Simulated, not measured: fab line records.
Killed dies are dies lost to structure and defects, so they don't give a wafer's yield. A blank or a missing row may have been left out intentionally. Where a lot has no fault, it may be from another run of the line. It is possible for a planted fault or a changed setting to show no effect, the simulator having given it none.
Chamber matching :: flow berkeley-cmos170 :: UCB170_GATE_ETCH_15 on rie-si-01: 3 sister chambers
The step etches poly-Si in HBr/Cl2, stops on SiO2, time 56.3 s, target depth 278.2 nm. 3 wafers are shown with their chamber, then 5 later ones without.

## EACH WAFER AND ITS CHAMBER
wafer: L115.6
chamber: 2
throttle-valve-pct (%): 26.55

wafer: L117.1
chamber: 0
throttle-valve-pct (%): 26.48

wafer: L117.2
chamber: 3
throttle-valve-pct (%): 26.85

## WAFERS WITH NO CHAMBER GIVEN
wafer: L117.6
throttle-valve-pct (%): 26.48

wafer: L118.4
throttle-valve-pct (%): 26.52

wafer: L129.3
throttle-valve-pct (%): 26.47

wafer: L129.4
throttle-valve-pct (%): 26.54

wafer: L129.6
throttle-valve-pct (%): 26.53

## EACH ONE'S CHAMBER
wafer: L117.6
from the rows above: 0
in truth: 0

wafer: L118.4
from the rows above: can't be placed: 2 or 0
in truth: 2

wafer: L129.3
from the rows above: 0
in truth: 0

wafer: L129.4
from the rows above: 2
in truth: 2

wafer: L129.6
from the rows above: can't be placed: 2 or 0
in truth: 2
Correctly placed: 3 of 5. These rows do not allow placing 2 (true chamber among the candidates in 2). Wrongly placed: 0.
How it was worked out, from the rows above alone: a wafer's distance from a chamber is the root of the sum, over the readings, of the square of ((its reading less the chamber's mean) divided by the reading's scatter). The wafer belongs to the nearest chamber; if the next one is less than 2 further off, it can't be placed. For every chamber, the mean is computed from those of its wafers that are shown. The scatter: root of mean squared gap, hidden wafer to nearest shown wafer, with one shown wafer a chamber.
